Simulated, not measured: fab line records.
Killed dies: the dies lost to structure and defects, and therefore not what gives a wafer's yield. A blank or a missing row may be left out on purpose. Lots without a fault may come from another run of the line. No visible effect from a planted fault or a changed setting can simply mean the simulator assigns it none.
Problem report in the 8D (eight disciplines) form, filled by code	flow rit_cmos	the parts of the form that need people (team, actions taken, sign-off) are left out

== 1. PROBLEM STATEMENT ==
REOX_OXIDE_THK at RIT_REOX_THK_MEAS_04 reads a mean of 15.2 nm on 9 wafers of 3 lots; wafers without a fault read 25.4 nm with a standard deviation of 0.56. Measured from the usual mean, that is -18 standard deviations.
Earliest sighting: wafer L588.1 on film_metro-03 at day 5 09:50. The record holds 45 wafers of 15 lots with a number at this step. By rule, "out" or "out of limits" means more than 4 standard deviations away from the usual mean. The other wafers with a number count as sound.

== 2. WHAT THIS IS AND IS NOT ==
question	is	is not
which readings at this step	REOX_OXIDE_THK	-
which lots	L588, L590, L591	L576, L577, L578, L580, L581, L582, L583, L585, L587, L589, L596, L597
which wafers of those lots	all that have a number	-
read on which gauges	film_metro-03, film_metro-04	film_metro-01
when	from day 5 09:50	up to then (27 sound wafers); but 9 sound wafers of L589, L596, L597 came after

== 3. SUSPECTS, AND WHAT RULES EACH OUT ==
Counting: a tool at a process step up to the reading stays a suspect if it ran every lot that is out and no sound lot after the first of them.
- the gauge at RIT_REOX_THK_MEAS_04 has been ruled out. Those wafers that are out were read across 2 gauges (film_metro-03, film_metro-04).
- furnace-01 at RIT_REOX_OXIDATION_03 (target thk 25.2 nm, ox time 5580 s): kept. All lots that are out passed through it, beginning with L588 at day 5 07:17, and no sound lot followed; its final sound lot before that point was L585 at day 4 17:16.
Left after counting: furnace-01 at RIT_REOX_OXIDATION_03.

== 4. THE CAUSE (what the simulator had put in) ==
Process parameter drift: furnace-01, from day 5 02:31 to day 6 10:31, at RIT_REOX_OXIDATION_03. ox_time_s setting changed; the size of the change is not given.
This tool alone remained once counting was done.

== 5. SEQUENCE OF EFFECTS, ordered by route ==
Each row: a reading where the mean over the struck wafers with a number is more than 3 standard deviations away from the usual. Readings are gone through only where the record gives a usual standard deviation; hours: the median, over the lots, of the time from a lot's start at the first step in this table giving one to that lot's start at this step; sigmas: the change measured in usual standard deviations.
hours	step	reading	usual	on struck wafers	change	sigmas
0	RIT_REOX_THK_MEAS_04	REOX_OXIDE_THK	25.4 nm	15.2	-10.2	-18

== 6. HOW IT WOULD HAVE BEEN CAUGHT EARLIER ==
In this record the first reading out of limits at a measuring or inspecting step was taken at day 5 09:50, 7 hours after the fault began at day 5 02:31.
An alarm limit of 4 standard deviations would not have fired on the tool readings at RIT_REOX_OXIDATION_03 for which the record gives a usual standard deviation, since none of them was out on any struck wafer.
Among the 3 lots that are out, L590, L591 began RIT_REOX_OXIDATION_03 on furnace-01 after day 5 09:50. A hold on the tool at that time would have spared those 2.
